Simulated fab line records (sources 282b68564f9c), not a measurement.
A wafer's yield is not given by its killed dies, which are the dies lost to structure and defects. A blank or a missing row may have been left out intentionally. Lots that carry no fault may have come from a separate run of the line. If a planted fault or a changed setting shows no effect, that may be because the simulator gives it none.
Struck lot and sound lot, side by side | flow rit cmos | 16 out of 202 route steps
Sound: these wafers, L156.4, L156.5, L156.6. The struck wafers were L160.1, L160.3, L160.5. The cause is given at the end.
Order at every step that has rows: each side's tool, ch and its chambers, its first start. Under that, the readings that differ: sound wafers | struck wafers | difference of the means | sigmas: that difference in standard deviations of wafers without a fault.
alike: readings whose means differ by less than 2 such deviations, and words and numbers that are the same on both sides. not compared: withheld readings, readings that some wafer has no value for, bounds like >300 that may hide the same value, and numbers for which the record gives no deviation and whose values overlap.
A row with sigmas, a row that says differs or no value, or rows on one side alone: a step with any of these is where the two part. Non-overlapping numbers with no deviation appear without sigmas and do not part them. A reading that every wafer of one side lacks parts them only if that side has two wafers or more.

first, 1 step without rows for these wafers: RIT_ACTIVE_OXIDATION_01 (target thk 46.8 nm, ox time 3360 s).
RIT_ACTIVE_THK_MEAS_02:
  sound on film metro-04 at day 4 12:50; struck on film metro-02 at day 5 06:32
  alike: ACTIVE_OXIDE_THK
then, 1 step without rows for these wafers: RIT_ACTIVE_CVD_03 (deposits Si3N4 from SiH2Cl2/NH3, target thk 150 nm, time 1500 s).
RIT_ACTIVE_THK_MEAS_04:
  sound on film metro-02 at day 4 14:19; struck on film metro-04 at day 5 08:01
  alike: ACTIVE_NITRIDE_THK
then, 6 steps without rows for these wafers: RIT_ACTIVE_HMDS_05 (prime time 60 s); RIT_ACTIVE_COAT_06 (resist thk 1000 nm); RIT_ACTIVE_SOFTBAKE_07 (time 60 s); RIT_ACTIVE_EXPOSE_08 (exposes mask M1, target cd 1400 nm); RIT_ACTIVE_PEB_09; RIT_ACTIVE_DEVELOP_10 (develop time 50 s).
RIT_ACTIVE_CD_MEAS_11: the cd target is 1400 nm.
  sound on cd sem-01 at day 4 15:23; struck on cd sem-01 at day 5 08:56
  alike: cd nm
then, 1 step without rows for these wafers: RIT_ACTIVE_HARDBAKE_12 (time 60 s).
RIT_ACTIVE_ETCH_13: etches Si3N4 in SF6, stops on SiO2, time 210 s, target depth 210 nm.
  sound on rie diel-02 ch 0,1,2, day 4 15:35; struck on rie diel-02 ch 0,2, day 5 09:12
  no value came back on the struck wafers for any of 6 readings (SF6_flow_sccm (sccm), chamber pressure mTorr (mTorr) and others); on the sound wafers SF6_flow_sccm (sccm) reads 200.9 199.6 200.0
  reading                                     | sound           | struck            | difference | sigmas
  model.NOVOLAK_of_ACTIVE_COAT_06.thk nm (nm) | 657.1 654 676.1 | 881.5 883.4 883.6 | +220.4     |
  not compared: rf hours counter h
RIT_ACTIVE_STRIP_14: strips in O2, time 180 s.
  sound on plasma asher-04 ch 0,1, day 4 15:47; struck on plasma asher-01 ch 0,1, day 5 09:24
  alike: drypump motor current A
  not compared: rf hours counter h
RIT_ACTIVE_CD_MEAS_90: the cd target is 1400 nm.
  sound on cd sem-01 at day 4 15:58; struck on cd sem-01 at day 5 09:34
  reading    | sound                | struck | difference                    | sigmas
  cd nm (nm) | 1399.4 1398.7 1401.2 | - - -  | no value on the struck wafers |
then, 1 step without rows for these wafers: RIT_ACTIVE_CLEAN_15 (cleans in SC1, time 600 s).

WHERE THEY PART
Earliest at RIT_ACTIVE_ETCH_13; latest, in this record, at RIT_ACTIVE_CD_MEAS_90.

WHY: the cause the simulator had injected
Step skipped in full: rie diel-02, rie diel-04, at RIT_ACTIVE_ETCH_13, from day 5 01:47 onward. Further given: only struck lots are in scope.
